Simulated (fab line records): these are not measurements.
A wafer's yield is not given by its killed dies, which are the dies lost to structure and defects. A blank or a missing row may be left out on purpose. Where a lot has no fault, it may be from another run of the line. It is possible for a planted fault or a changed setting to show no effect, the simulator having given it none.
Struck lot and sound lot, side by side    flow ritCmos    15 out of 202 route steps
Sound: the wafers L904.1, L904.3, L904.4. Wafers L915.2, L915.4, L915.6 were the ones struck. Last of all comes the cause.
Per side, at each step with rows, come the tool, then ch with its chambers, and then its first start. Under that, the readings that differ: sound wafers    struck wafers    difference of the means    sigmas: that difference in standard deviations of wafers without a fault.
alike: readings with means less than 2 such deviations apart, plus words and numbers identical on both sides. not compared: withheld readings, readings lacking a value on some wafer, bounds such as >300 that could conceal the same value, and numbers that have no deviation in the record and whose values overlap.
Wherever a step has rows on one side only, a row that says differs or no value, or a row with sigmas, the two part there. Numbers that don't overlap but have no deviation are shown without sigmas and don't part them. Lack of a reading on every wafer of one side parts them only where that side has two or more wafers.

first, 4 steps without rows for these wafers: RIT_GATE_SOFTBAKE_12 (time 60 s); RIT_GATE_EXPOSE_13 (exposes mask M6, target cd 150 nm); RIT_GATE_PEB_14; RIT_GATE_DEVELOP_15 (develop time 50 s).
RIT_GATE_CD_MEAS_16 targets a cd of 150 nm.
  sound: cdSem-02 at day 3 21:35; struck: cdSem-01 at day 6 02:05
  alike: cdNm
RIT_GATE_OVL_MEAS_17:
  sound: overlay-01 at day 3 21:42; struck: overlay-02 at day 6 02:11
  alike: GATE_OVL
then, 1 step without rows for these wafers: RIT_GATE_HARDBAKE_18 (time 60 s).
RIT_GATE_ETCH_19: etches poly-Si in SF6/CHF3/O2, stops on SiO2, time 165 s, target depth 312.5 nm.
  sound on rieSi-02 ch 0,1,2, day 3 21:53; struck on rieSi-01 ch 0,3, day 6 02:22
  alike: CHF3_flow_sccm, drypumpMotorCurrentA, oesProductAu, throttleValvePct
  not compared: rfHoursCounterH
RIT_GATE_STRIP_20: strips in O2, time 180 s.
  sound on plasmaAsher-04 ch 0,1, day 3 22:00; struck on plasmaAsher-04 ch 0,1, day 6 02:29
  alike: drypumpMotorCurrentA
  not compared: rfHoursCounterH
RIT_GATE_CD_MEAS_90 targets a cd of 150 nm.
  sound: cdSem-02 at day 3 22:10; struck: cdSem-02 at day 6 02:40
  alike: cdNm
then, 2 steps without rows for these wafers: RIT_REOX_CLEAN_00 (cleans in SC1, time 600 s); RIT_REOX_CLEAN_01 (cleans in dHF, time 30 s).
RIT_REOX_CLEAN_02: cleans in SC2, time 600 s.
  sound on wetBench-02 ch 3, day 3 22:30; struck on wetBench-01 ch 2, day 6 02:59
reading         sound        struck       difference  sigmas
runLengthS (s)  633 633 633  595 595 595  -38         -9
then, 1 step without rows for these wafers: RIT_REOX_OXIDATION_03 (target thk 25.2 nm, ox time 5580 s).
RIT_M1_PROBE_99:
  sound: prober-01 at day 4 18:20; struck: prober-02 at day 6 22:44
  alike: killedAtFrontEnd, killedDies, killedOpen, killedShort

WHERE THEY PART
Only at RIT_REOX_CLEAN_02, as far as this record shows. Later steps at which nothing parts them and some readings are alike: RIT_M1_PROBE_99.

WHY: what had been put in by the simulator
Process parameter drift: wetBench-01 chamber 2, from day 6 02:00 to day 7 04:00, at RIT_REOX_CLEAN_02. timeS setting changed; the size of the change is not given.
